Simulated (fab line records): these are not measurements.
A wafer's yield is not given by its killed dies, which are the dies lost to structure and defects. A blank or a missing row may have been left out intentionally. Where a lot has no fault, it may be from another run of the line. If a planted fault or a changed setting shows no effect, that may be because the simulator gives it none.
Which of the tools did it? -- flow rit_cmos -- 14 lots, 42 wafers sampled, at 5 steps of a route of 202

== WHAT THE GAUGES SHOWED, per wafer ==
RIT_NRETRO_OVL_MEAS_06.
lot,measured,on,NRETRO_OVL (nm)
L296,day 2 06:21,overlay-02,-0.7 -1.1 -2.5
L298,day 2 15:10,overlay-02,-0.5 1.4 1.2
L300,day 3 00:52,overlay-02,0.5 -0.4 -0.8
L301,day 3 06:30,overlay-02,-0.9 -0.3 0.8
L302,day 3 11:29,overlay-01,2.9 4.6 2.5
L303,day 3 17:16,overlay-02,-0.8 1.6 1.0
L304,day 3 22:23,overlay-02,1.4 0.2 0.9
L305,day 4 05:53,overlay-02,2.6 2.7 1.4
L311,day 5 09:22,overlay-01,2.4 -0.3 3.0
L313,day 5 19:05,overlay-02,-1.0 0.5 -0.5
L315,day 6 04:00,overlay-02,-0.8 1.6 -0.5
L316,day 6 09:13,overlay-01,-0.7 0.6 -1.1
L317,day 6 14:26,overlay-01,-0.5 0.8 0.5
L318,day 6 19:37,overlay-01,-0.4 1.8 1.5

RIT_NSD_OVL_MEAS_06.
lot,measured,on,NSD_OVL (nm)
L296,day 2 23:59,overlay-01,0.9 -0.1 0.4
L298,day 3 10:47,overlay-02,-2.2 0.0 -1.2
L300,day 3 19:36,overlay-01,0.2 0.8 0.9
L301,day 4 00:58,overlay-01,1.4 -0.1 -0.2
L302,day 4 07:41,overlay-02,0.5 2.2 -1.5
L303,day 4 16:38,overlay-02,-1.0 -1.1 0.2
L304,day 4 19:40,overlay-01,-0.7 0.9 0.5
L305,day 5 00:38,overlay-01,1.8 1.5 2.2
L311,day 6 02:42,overlay-01,0.8 -1.7 -3.0
L313,day 6 12:39,overlay-01,0.2 -0.4 1.3
L315,day 6 21:07,overlay-01,0.0 0.4 0.8
L316,day 7 02:44,overlay-02,-1.3 0.2 -1.0
L317,day 7 08:53,overlay-02,0.4 0.0 0.8
L318,day 7 12:38,overlay-02,-1.3 -1.7 0.2

RIT_PSD_OVL_MEAS_06.
lot,measured,on,PSD_OVL (nm)
L296,day 3 01:43,overlay-02,-0.1 -0.9 -1.3
L298,day 3 12:20,overlay-02,2.4 -0.3 2.8
L300,day 3 21:09,overlay-02,-0.7 -1.4 -0.2
L301,day 4 02:23,overlay-02,1.0 2.4 0.2
L302,day 4 09:13,overlay-01,-0.6 -0.5 -0.8
L303,day 4 18:11,overlay-01,1.0 1.7 1.8
L304,day 4 21:13,overlay-01,3.4 1.4 2.8
L305,day 5 02:11,overlay-01,-0.3 -0.3 -0.7
L311,day 6 04:07,overlay-01,-1.4 -1.6 -1.4
L313,day 6 14:04,overlay-02,0.7 2.3 2.1
L315,day 6 22:40,overlay-01,1.1 3.6 2.3
L316,day 7 04:17,overlay-01,-0.2 -0.2 2.8
L317,day 7 10:19,overlay-02,0.7 2.0 0.8
L318,day 7 14:11,overlay-02,0.7 2.3 2.8

RIT_SDANNEAL_RS_MEAS_05: measurement is done with a four-point probe.
lot,measured,on,NSD_RS (ohm/sq)
L296,day 3 02:52,film_metro-02,85.02 84.69 84.81
L298,day 3 13:40,film_metro-01,84.54 84.20 84.42
L300,day 3 22:19,film_metro-01,85.42 85.34 85.23
L301,day 4 03:30,film_metro-03,84.43 84.61 84.71
L302,day 4 10:22,film_metro-03,84.08 84.45 84.64
L303,day 4 19:26,film_metro-01,84.47 84.24 84.60
L304,day 4 22:20,film_metro-02,84.73 85.12 84.57
L305,day 5 03:18,film_metro-01,85.09 84.71 84.68
L311,day 6 05:16,film_metro-02,85.32 85.65 85.49
L313,day 6 15:13,film_metro-02,85.66 85.61 85.58
L315,day 6 23:47,film_metro-01,85.00 84.93 84.79
L316,day 7 05:25,film_metro-02,84.43 84.33 84.27
L317,day 7 11:29,film_metro-01,84.37 84.64 84.78
L318,day 7 15:19,film_metro-02,84.33 84.49 84.38

== WHICH TOOL RAN EACH LOT (tool, then ch and the chambers of the sampled wafers, then the start) ==
lot,RIT_NSD_IMPLANT_08
L296,"implanter-03 ch 0, day 3 00:10"
L298,"implanter-01 ch 0, day 3 11:01"
L300,"implanter-01 ch 0, day 3 19:48"
L301,"implanter-03 ch 0, day 4 01:09"
L302,"implanter-01 ch 0, day 4 08:01"
L303,"implanter-01 ch 0, day 4 16:50"
L304,"implanter-03 ch 0, day 4 19:52"
L305,"implanter-01 ch 0, day 5 00:49"
L311,"implanter-01 ch 0, day 6 02:54"
L313,"implanter-01 ch 0, day 6 12:50"
L315,"implanter-04 ch 0, day 6 21:19"
L316,"implanter-04 ch 0, day 7 02:55"
L317,"implanter-04 ch 0, day 7 09:05"
L318,"implanter-03 ch 0, day 7 12:49"
- RIT_NSD_IMPLANT_08

== AS READ BY THE TOOLS THEMSELVES (means over the sampled wafers that have a number; for cases with no such wafer, the mark the record gives instead) ==
RIT_NSD_IMPLANT_08.
lot,tool,dose_ions_cm2
L296,implanter-03,9.998e+14
L298,implanter-01,9.984e+14
L300,implanter-01,9.999e+14
L301,implanter-03,1.000e+15
L302,implanter-01,1.000e+15
L303,implanter-01,9.994e+14
L304,implanter-03,9.999e+14
L305,implanter-01,9.989e+14
L311,implanter-01,9.870e+14
L313,implanter-01,9.866e+14
L315,implanter-04,9.993e+14
L316,implanter-04,1.001e+15
L317,implanter-04,9.997e+14
L318,implanter-03,9.996e+14

== THE ANSWER, worked out from the rows above alone ==
Rule: what is usual is taken from the lots themselves. Put in order of their means at a reading, lots are off if they are a third of the lots or fewer, leave a main group of 4 or more, and stand apart from it by a gap of 3 or more times the standard deviation of the main group's means; of several such gaps the widest counts. A main group whose means are all the same, to the digits that the tables above print for the reading, isn't used. A lot without any number at a reading at which 4 lots or more have one is off too. All remaining lots with rows at the step are treated as sound. The gauges are gone through in route order, then the tools' own readings, and for those a lot's mean is taken as printed above. At the first step where some lot is off, the reading lying furthest off is the one used; lots without a number count as furthest.
Off: L311, L313 (RIT_NSD_IMPLANT_08, dose_ions_cm2). Mean 9.997e+14 and standard deviation 6.1e+11 in the main group.
If a tool, at that step or one of the process steps before it, ran each lot that is off and ran no sound lot following the first of them, it fits. One fits: implanter-01 at RIT_NSD_IMPLANT_08. Its last sound lot is L305 (day 5 00:49), its first lot that is off L311 (day 6 02:54): a fault that began between those two fits.
The tool's own readings at RIT_NSD_IMPLANT_08 bear it out: on the lots that are off they differ by more than 5 times the standard deviation of the sound lots' means. dose_ions_cm2 reads 9.868e+14 there against 9.997e+14 on the sound lots.

== WHAT HAD BEEN PUT IN BY THE SIMULATOR ==
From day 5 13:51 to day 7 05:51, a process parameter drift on implanter-01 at RIT_NSD_IMPLANT_08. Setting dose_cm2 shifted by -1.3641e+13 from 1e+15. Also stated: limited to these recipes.
Shown lots that were struck: L311, L313. This agrees with what the rule above found.
